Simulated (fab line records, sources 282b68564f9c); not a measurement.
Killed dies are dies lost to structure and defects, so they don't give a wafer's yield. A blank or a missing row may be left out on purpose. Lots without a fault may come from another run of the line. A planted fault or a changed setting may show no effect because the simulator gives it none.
Problem report in the 8D (eight disciplines) form, filled by code | flow rit_cmos | the parts of the form that need people (team, actions taken, sign-off) are left out

1. THE PROBLEM
PWELL_RS at RIT_WELLDRIVE_RS_MEAS_02 reads a mean of 443.4 ohm/sq on 6 wafers of 2 lots; wafers without a fault read 429.0 ohm/sq with a standard deviation of 1.2. That is +12 standard deviations from the usual mean.
The step: measures by four-point-probe.
First seen on wafer L632.3, day 5 22:53, on film_metro-01. The record holds 42 wafers of 14 lots with a number at this step. Rule for "out", or "out of limits": more than 4 standard deviations from the usual mean. The other wafers with a number count as sound.

2. WHAT IT IS AND WHAT IT IS NOT
question                    | is                           | is not
which readings at this step | PWELL_RS                     | -
which lots                  | L632, L633                   | L614, L615, L616, L617, L618, L619, L620, L623, L624, L626, L627, L628
which wafers of those lots  | all that have a number       | -
read on which gauges        | film_metro-01, film_metro-04 | film_metro-02
when                        | from day 5 22:53             | up to then (36 sound wafers)

3. SUSPECTS, AND WHAT RULES EACH OUT
Counting: a tool at a process step up to the reading stays a suspect if it ran every lot that is out and no sound lot after the first of them.
- the gauge at RIT_WELLDRIVE_RS_MEAS_02: ruled out. The wafers that are out were read on 2 gauges (film_metro-01, film_metro-04).
- implanter-04 at RIT_PWELL_IMPLANT_08: kept. It ran every lot that is out, first L632 (day 5 17:19), and no sound lot after that; its last sound lot up to then is L627 (day 4 15:43). Its own readings are out on those wafers: dose_ions_cm2.
Left after counting: implanter-04 at RIT_PWELL_IMPLANT_08.

4. THE CAUSE (what the simulator had put in)
Process parameter drift: implanter-04, from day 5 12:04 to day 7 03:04, at RIT_PWELL_IMPLANT_08. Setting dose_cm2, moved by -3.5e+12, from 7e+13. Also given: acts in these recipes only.
Counting left only this tool.

5. THE CHAIN OF EFFECTS, in route order
Each row: a reading whose mean over the struck wafers that have a number lies more than 3 standard deviations from the usual. Only readings for which the record gives a usual standard deviation are gone through. hours: the time from each lot's start at the first step in this table that gives one to its start at this step, as a median over the lots. sigmas: the change in usual standard deviations.
hours | step                     | reading       | usual        | on struck wafers | change     | sigmas
0     | RIT_PWELL_IMPLANT_08     | dose_ions_cm2 | 6.997e+13    | 6.643e+13        | -3.543e+12 | -55
6     | RIT_WELLDRIVE_RS_MEAS_02 | PWELL_RS      | 429.0 ohm/sq | 443.4            | +14.4      | +12
The process steps in it:
- RIT_PWELL_IMPLANT_08

6. WHAT WOULD HAVE CAUGHT IT SOONER
In this record the first reading out of limits at a measuring or inspecting step was taken at day 5 22:53, 11 hours after the fault began at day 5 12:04.
The tool's own readings at RIT_PWELL_IMPLANT_08 were out on every struck wafer that the step has a row for (dose_ions_cm2): an alarm limit on them would have fired on the first of those.
Of the lots that are out (2), L633 began RIT_PWELL_IMPLANT_08 on implanter-04 after day 5 22:53. A hold on the tool at that time would have spared it.
